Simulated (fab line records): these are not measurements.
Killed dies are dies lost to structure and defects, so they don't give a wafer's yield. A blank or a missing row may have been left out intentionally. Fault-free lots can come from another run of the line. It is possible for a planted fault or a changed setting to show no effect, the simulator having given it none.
A struck lot beside a sound one :: flow rit_cmos :: 44 out of 202 route steps
Sound: these wafers, L283.2, L283.5, L283.6. Struck: wafers L294.1, L294.2, L294.6. The cause comes at the end.
Each step with rows lists, per side, the tool, then ch with its chambers, then its first start. Under that, the readings that differ: sound wafers :: struck wafers :: difference of the means :: sigmas: that difference in standard deviations of wafers without a fault.
alike: words and numbers the same on both sides, and readings whose means are apart by under 2 such deviations; not compared: readings that were withheld, readings missing a value for some wafer, numbers with overlapping values and no deviation given by the record, and bounds like >300 which may hide the same value.
A row with sigmas, a row that says differs or no value, or rows on one side alone: a step with any of these is where the two part. Non-overlapping numbers with no deviation appear without sigmas and do not part them. Lack of a reading on every wafer of one side parts them only where that side has two or more wafers.

first, 2 steps without rows for these wafers: RIT_NLDD_HARDBAKE_07 (time 60 s); RIT_NLDD_IMPLANT_08.
RIT_NLDD_STRIP_09: strips in O2, time 180 s.
  sound on plasma_asher-03 ch 0,1, day 3 09:01; struck on plasma_asher-02 ch 0,1, day 5 12:08
  alike: drypump_motor_current_A
  not compared: rf_hours_counter_h
RIT_NLDD_TW_MEAS_10:
  struck on film_metro-02, day 5 12:19; sound on film_metro-01, day 3 09:12
  alike: NLDD_TW
then, 6 steps without rows for these wafers: RIT_PLDD_HMDS_00 (prime time 60 s); RIT_PLDD_COAT_01 (resist thk 1000 nm); RIT_PLDD_SOFTBAKE_02 (time 60 s); RIT_PLDD_EXPOSE_03 (exposes mask M8, target cd 40900 nm); RIT_PLDD_PEB_04; RIT_PLDD_DEVELOP_05 (develop time 50 s).
RIT_PLDD_OVL_MEAS_06:
  struck on overlay-02, day 5 13:21; sound on overlay-02, day 3 10:14
  alike: PLDD_OVL
then, 1 step without rows for these wafers: RIT_PLDD_HARDBAKE_07 (time 60 s).
RIT_PLDD_IMPLANT_08:
  sound on implanter-03 ch 0, day 3 10:26; struck on implanter-03 ch 0, day 5 13:32
reading: beam_energy_keV
sound: 19.996 20.002 19.998
struck: 16.401 16.399 16.395
difference: -3.600
sigmas: -99 or more

reading: model.implant.rp_nm (nm)
sound: 16.94 16.94 16.94
struck: 14.25 14.25 14.25
difference: -2.69
sigmas: 

reading: model.implant.drp_nm (nm)
sound: 9.752 9.752 9.752
struck: 8.481 8.481 8.481
difference: -1.271
sigmas: 
RIT_PLDD_STRIP_09: strips in O2, time 180 s.
  sound on plasma_asher-01 ch 0,1, day 3 10:34; struck on plasma_asher-03 ch 0,1, day 5 13:41
  alike: drypump_motor_current_A
  not compared: rf_hours_counter_h
RIT_PLDD_TW_MEAS_10:
  struck on film_metro-01, day 5 13:52; sound on film_metro-03, day 3 10:44
reading: PLDD_TW
sound: 2380 2388 2378
struck: 2202 2199 2208
difference: -179
sigmas: -9
then, 4 steps without rows for these wafers: RIT_SPACER_CLEAN_00 (cleans in SC1, time 600 s); RIT_SPACER_CLEAN_01 (cleans in dHF, time 29.54 s); RIT_SPACER_CLEAN_02 (cleans in SC2, time 600 s); RIT_SPACER_CVD_03 (deposits Si3N4 from SiH2Cl2/NH3, target thk 250 nm, time 3300 s).
RIT_SPACER_THK_MEAS_04:
  struck on film_metro-04, day 5 18:58; sound on film_metro-04, day 3 14:04
reading: SPACER_NITRIDE_THK (nm)
sound: 244.8 244.7 246.0
struck: 253.2 251.0 251.3
difference: +6.7
sigmas: +3
RIT_SPACER_ETCHBACK_05: etches Si3N4 in SF6/CHF3, stops on SiO2, target depth 250 nm, time 240 s.
  sound on rie_diel-03 ch 1,2,3, day 3 14:07; struck on rie_diel-01 ch 1,2, day 5 19:02
  alike: SF6_flow_sccm, drypump_motor_current_A, oes_product_au, throttle_valve_pct
  not compared: rf_hours_counter_h
then, 6 steps without rows for these wafers: RIT_NSD_HMDS_00 (prime time 60 s); RIT_NSD_COAT_01 (resist thk 1000 nm); RIT_NSD_SOFTBAKE_02 (time 60 s); RIT_NSD_EXPOSE_03 (exposes mask M9, target cd 40700 nm); RIT_NSD_PEB_04; RIT_NSD_DEVELOP_05 (develop time 50 s).
RIT_NSD_OVL_MEAS_06:
  struck on overlay-01, day 5 20:26; sound on overlay-02, day 3 15:14
  alike: NSD_OVL
then, 2 steps without rows for these wafers: RIT_NSD_HARDBAKE_07 (time 60 s); RIT_NSD_IMPLANT_08.
RIT_NSD_STRIP_09: strips in O2, time 180 s.
  sound on plasma_asher-04 ch 0,1, day 3 15:34; struck on plasma_asher-04 ch 0,1, day 5 20:46
  alike: drypump_motor_current_A
  not compared: rf_hours_counter_h
RIT_NSD_TW_MEAS_10:
  struck on film_metro-01, day 5 20:57; sound on film_metro-02, day 3 15:46
reading: NSD_TW
sound: 3158 3174 3172
struck: 3089 3103 3103
difference: -70
sigmas: -3
then, 6 steps without rows for these wafers: RIT_PSD_HMDS_00 (prime time 60 s); RIT_PSD_COAT_01 (resist thk 1000 nm); RIT_PSD_SOFTBAKE_02 (time 60 s); RIT_PSD_EXPOSE_03 (exposes mask M10, target cd 40900 nm); RIT_PSD_PEB_04; RIT_PSD_DEVELOP_05 (develop time 50 s).
RIT_PSD_OVL_MEAS_06:
  struck on overlay-02, day 5 22:05; sound on overlay-01, day 3 16:47
  alike: PSD_OVL
then, 2 steps without rows for these wafers: RIT_PSD_HARDBAKE_07 (time 60 s); RIT_PSD_IMPLANT_08.
RIT_PSD_STRIP_09: strips in O2, time 180 s.
  sound on plasma_asher-03 ch 0,1, day 3 17:07; struck on plasma_asher-03 ch 0,1, day 5 22:25
  alike: drypump_motor_current_A
  not compared: rf_hours_counter_h
RIT_SDANNEAL_RS_MEAS_06: measures by four-point-probe.
  struck on film_metro-01, day 5 23:19; sound on film_metro-01, day 3 18:04
reading: PLDD_RS (ohm/sq)
sound: 179.0 178.8 179.3
struck: 191.4 191.7 191.9
difference: +12.6
sigmas: +24
then, 1 step without rows for these wafers: RIT_M1_PROBE_99.

WHERE THEY PART
Earliest at RIT_PLDD_IMPLANT_08; latest, in this record, at RIT_SDANNEAL_RS_MEAS_06.

WHY: the cause the simulator had injected
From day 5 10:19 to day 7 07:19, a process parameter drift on implanter-03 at RIT_PLDD_IMPLANT_08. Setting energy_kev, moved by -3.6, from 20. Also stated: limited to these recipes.
